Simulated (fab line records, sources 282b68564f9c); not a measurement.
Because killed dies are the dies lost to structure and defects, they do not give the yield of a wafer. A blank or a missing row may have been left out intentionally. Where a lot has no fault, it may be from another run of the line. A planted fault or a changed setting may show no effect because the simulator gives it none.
Which tool was responsible? :: flow rit-cmos :: at 1 step of a route of 202, 7 lots with 21 wafers sampled

WHAT THE GAUGES SHOWED, per wafer
RIT_PWELL_OVL_MEAS_06.
lot: L190
measured: day 2 03:02
on: overlay-01
PWELL_OVL (nm): 0.2 -2.1 -1.4

lot: L192
measured: day 2 14:02
on: overlay-02
PWELL_OVL (nm): -1.3 1.0 -0.8

lot: L194
measured: day 3 01:11
on: overlay-01
PWELL_OVL (nm): -0.5 -0.3 -2.1

lot: L199
measured: day 4 00:40
on: overlay-01
PWELL_OVL (nm): 1.8 1.7 -0.1

lot: L201
measured: day 4 11:03
on: overlay-01
PWELL_OVL (nm): 1.4 -0.3 -0.2

lot: L203
measured: day 5 00:18
on: overlay-02
PWELL_OVL (nm): 1.3 1.7 2.0

lot: L209
measured: day 6 02:31
on: overlay-02
PWELL_OVL (nm): -0.9 2.2 0.0

EACH LOT AND THE TOOL THAT RAN IT (in order: tool; ch and the chambers of the sampled wafers; start)
There is no process step in the record ahead of these readings.

THE ANSWER, worked out from the rows above alone
Rule: the lots themselves supply what counts as usual. Put in order of their means at a reading, lots are off if they are a third of the lots or fewer, leave a main group of 4 or more, and stand apart from it by a gap of 3 or more times the standard deviation of the main group's means; of several such gaps the widest counts. If all means in a main group match to the digits the tables above print for the reading, that group is not used. A lot without any number at a reading at which 4 lots or more have one is off too. Where the step has rows for the other lots, those lots are counted as sound.
Across all readings shown, no lot is off: no conclusion can be drawn from this.

WHAT THE SIMULATOR HAD INSERTED
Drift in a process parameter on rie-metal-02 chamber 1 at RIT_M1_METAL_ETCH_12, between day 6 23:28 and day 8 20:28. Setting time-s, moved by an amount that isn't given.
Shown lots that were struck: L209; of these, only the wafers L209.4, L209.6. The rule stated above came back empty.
